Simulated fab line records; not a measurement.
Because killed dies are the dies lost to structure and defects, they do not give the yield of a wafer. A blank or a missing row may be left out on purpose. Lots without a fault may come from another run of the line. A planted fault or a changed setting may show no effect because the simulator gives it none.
Which tool did it? -- flow berkeleyCmos170 -- 7 lots, 21 wafers sampled, at 1 step of a route of 331

== WHAT EACH GAUGE READ, for each wafer ==
UCB170_ACTIVE_THK_MEAS_03.
lot,measured,on,ACTIVE_OXIDE_THK (nm)
L153,day 4 09:43,filmMetro-01,26.9 27.0 26.8
L154,day 4 09:48,filmMetro-04,26.6 26.4 26.7
L165,day 6 19:37,filmMetro-04,26.0 25.9 25.5
L168,day 7 02:31,filmMetro-04,26.0 25.7 25.5
L171,day 7 08:46,filmMetro-04,25.8 25.4 25.7
L172,day 8 01:42,filmMetro-02,26.5 26.6 26.0
L175,day 8 19:43,filmMetro-02,25.5 25.4 25.5

== EACH LOT AND THE TOOL THAT RAN IT (in order: tool; ch and the chambers of the sampled wafers; start) ==
No process step before these readings appears in the record.

== THE ANSWER, worked out from the rows above alone ==
Rule: the lots themselves supply what counts as usual. Put in order of their means at a reading, lots are off if they are a third of the lots or fewer, leave a main group of 4 or more, and stand apart from it by a gap of 3 or more times the standard deviation of the main group's means; of several such gaps the widest counts. If all means in a main group match to the digits the tables above print for the reading, that group is not used. A lot without any number at a reading at which 4 lots or more have one is off too. All remaining lots with rows at the step are treated as sound.
No lot is off on any of the readings shown, so nothing can be concluded from this.

== WHAT THE SIMULATOR HAD INSERTED ==
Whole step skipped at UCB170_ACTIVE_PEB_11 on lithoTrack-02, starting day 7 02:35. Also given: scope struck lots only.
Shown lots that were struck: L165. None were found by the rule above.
